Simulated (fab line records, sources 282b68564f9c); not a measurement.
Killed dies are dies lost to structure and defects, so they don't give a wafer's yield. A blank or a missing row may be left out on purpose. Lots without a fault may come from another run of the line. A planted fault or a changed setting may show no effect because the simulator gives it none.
Tool commonality check | flow rit_cmos | 10 lots, 30 wafers sampled

WHY IT WAS OPENED
At RIT_NWELL_OVL_MEAS_06 the reading NWELL_OVL is flagged on 2 of 10 lots. Wafers without a fault read -0.9 nm, standard deviation 1.3.
Rule: a lot is flagged when every wafer of it that has a number lies more than 4 standard deviations from that mean, or none has a number. The other lots count as sound.

lot  | measured    | on         | NWELL_OVL (nm), wafer by wafer | flag
L881 | day 1 22:23 | overlay-01 | -1.5 -1.6 -1.1                 |
L882 | day 2 03:26 | overlay-02 | -1.6 -1.9 0.5                  |
L883 | day 2 10:23 | overlay-02 | 0.0 1.4 0.0                    |
L884 | day 2 13:24 | overlay-02 | -2.1 -1.6 -2.3                 |
L885 | day 2 18:41 | overlay-01 | -0.7 -0.1 -1.1                 |
L888 | day 3 08:29 | overlay-02 | -153.2 -153.3 -152.7           | FLAGGED
L889 | day 3 15:17 | overlay-02 | -151.6 -150.6 -151.8           | FLAGGED
L894 | day 4 15:10 | overlay-01 | -0.9 0.5 -0.9                  |
L897 | day 5 06:21 | overlay-01 | 0.0 -1.0 -1.2                  |
L899 | day 5 17:00 | overlay-01 | -2.2 -1.4 -2.3                 |
The numbers of the flagged lots are -152.2 nm on average: -151.3 nm against the usual, or -99 or more standard deviations.

WHICH TOOL RAN EACH LOT
The record holds 1 process step before the reading, out of a route of 202 steps. In each cell: the tool, then ch and the chambers that the sampled wafers went through, then the start.
lot  | flag    | RIT_NWELL_EXPOSE_03
L881 |         | iline_stepper-02 ch 0, day 1 21:57
L882 |         | iline_stepper-01 ch 0, day 2 03:00
L883 |         | iline_stepper-02 ch 0, day 2 09:57
L884 |         | iline_stepper-01 ch 0, day 2 12:59
L885 |         | iline_stepper-02 ch 0, day 2 18:15
L888 | FLAGGED | iline_stepper-02 ch 0, day 3 08:04
L889 | FLAGGED | iline_stepper-02 ch 0, day 3 14:52
L894 |         | iline_stepper-01 ch 0, day 4 14:44
L897 |         | iline_stepper-01 ch 0, day 5 05:55
L899 |         | iline_stepper-01 ch 0, day 5 16:32
What these steps do:
- RIT_NWELL_EXPOSE_03: exposes mask M2, target cd 43900 nm.
- RIT_NWELL_OVL_MEAS_06

FLAGGED OVER TOTAL, TOOL BY TOOL (the gauges that took the reading come last)
step                  | tool             | lots run | flagged | share of the flagged lots | sound lots run after its first flagged lot
RIT_NWELL_EXPOSE_03   | iline_stepper-01 | 5        | 0       | none                      | -
RIT_NWELL_EXPOSE_03   | iline_stepper-02 | 5        | 2       | all                       | 0
RIT_NWELL_OVL_MEAS_06 | overlay-01       | 5        | 0       | none                      | -
RIT_NWELL_OVL_MEAS_06 | overlay-02       | 5        | 2       | all                       | 0

WHAT THE TABLE ALLOWS
2 rows of the table ran every flagged lot: iline_stepper-02 at RIT_NWELL_EXPOSE_03, overlay-02 at RIT_NWELL_OVL_MEAS_06.
- iline_stepper-02 at RIT_NWELL_EXPOSE_03: 2 of its 5 lots flagged. Its last sound lot is L885 (day 2 18:15), its first flagged lot L888 (day 3 08:04): a fault that began between those two fits.
- overlay-02 at RIT_NWELL_OVL_MEAS_06: 2 of its 5 lots flagged. Its last sound lot is L884 (day 2 13:24), its first flagged lot L888 (day 3 08:29): a fault that began between those two fits.
Counting lots can't tell these 2 tools apart, because each fits a fault that began at some hour. More lots, or a look at what each step does to the wafer, might.

WHAT THE SIMULATOR HAD PUT IN
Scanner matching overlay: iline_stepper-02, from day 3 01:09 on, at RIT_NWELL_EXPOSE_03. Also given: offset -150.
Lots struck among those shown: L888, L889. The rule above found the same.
